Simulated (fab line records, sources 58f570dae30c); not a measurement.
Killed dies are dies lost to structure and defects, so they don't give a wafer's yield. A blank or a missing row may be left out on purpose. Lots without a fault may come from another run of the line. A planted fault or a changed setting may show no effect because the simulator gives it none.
Chamber matching | flow berkeley_cmos170 | UCB170_ZERO_ETCH_06 on rie_diel-01: 4 sister chambers
The step etches SiO2 in CHF3/CF4/Ar, time 12 s. 14 wafers are shown with their chamber, then 7 later ones without.

WAFERS WITH THEIR CHAMBER
wafer  | chamber | throttle_valve_pct (%) | oes_product_au (a.u.) | rf_fwd_power_W (W)
L187.2 | 2       | 9.11                   | 0.620                 | 492.7
L187.3 | 3       | 9.06                   | 0.627                 | 490.9
L187.4 | 0       | 8.95                   | 0.611                 | 495.6
L192.1 | 2       | 9.11                   | 0.626                 | 492.4
L192.2 | 3       | 9.04                   | 0.625                 | 493.4
L192.6 | 3       | 9.04                   | 0.622                 | 497.9
L194.2 | 3       | 9.04                   | 0.619                 | 492.5
L194.3 | 2       | 9.12                   | 0.622                 | 492.3
L194.6 | 2       | 9.11                   | 0.627                 | 492.5
L199.1 | 1       | 9.35                   | 0.636                 | 487.7
L199.4 | 2       | 9.10                   | 0.622                 | 494.0
L199.5 | 2       | 9.13                   | 0.628                 | 494.7
L200.1 | 2       | 9.11                   | 0.619                 | 491.4
L200.2 | 3       | 9.04                   | 0.626                 | 492.0

SIGNATURES (means of the wafers above)
reading            | chamber 0 | chamber 1 | chamber 2 | chamber 3 | scatter within a chamber
throttle_valve_pct | 8.9500    | 9.3500    | 9.1129    | 9.0440    | 0.00929
oes_product_au     | 0.61100   | 0.63600   | 0.62343   | 0.62380   | 0.00344
rf_fwd_power_W     | 495.600   | 487.700   | 492.857   | 493.340   | 1.92
Rule: a wafer's distance from a chamber is the root of the sum, over the readings, of the square of ((its reading less the chamber's mean) divided by the reading's scatter). The wafer belongs to the nearest chamber; if the next one is less than 2 further off, it can't be placed. The scatter: the root of (the sum of the squares of (reading less its chamber's mean) over the shown wafers, divided by (wafers less chambers)).

WAFERS WITHOUT THEIR CHAMBER
wafer  | throttle_valve_pct (%) | oes_product_au (a.u.) | rf_fwd_power_W (W)
L200.5 | 9.33                   | 0.627                 | 489.4
L201.3 | 8.95                   | 0.626                 | 493.1
L201.4 | 9.11                   | 0.625                 | 493.5
L201.5 | 9.34                   | 0.641                 | 485.7
L204.2 | 9.05                   | 0.627                 | 492.1
L204.4 | 9.10                   | 0.615                 | 493.7
L204.6 | 9.11                   | 0.624                 | 490.0

WHICH CHAMBER EACH WENT THROUGH
wafer  | from the rows above | in truth
L200.5 | 1                   | 1
L201.3 | 0                   | 0
L201.4 | 2                   | 2
L201.5 | 1                   | 1
L204.2 | 3                   | 3
L204.4 | 2                   | 2
L204.6 | 2                   | 2
Placed correctly: 7 of 7. Can't be placed from these rows: 0. Placed wrongly: 0.
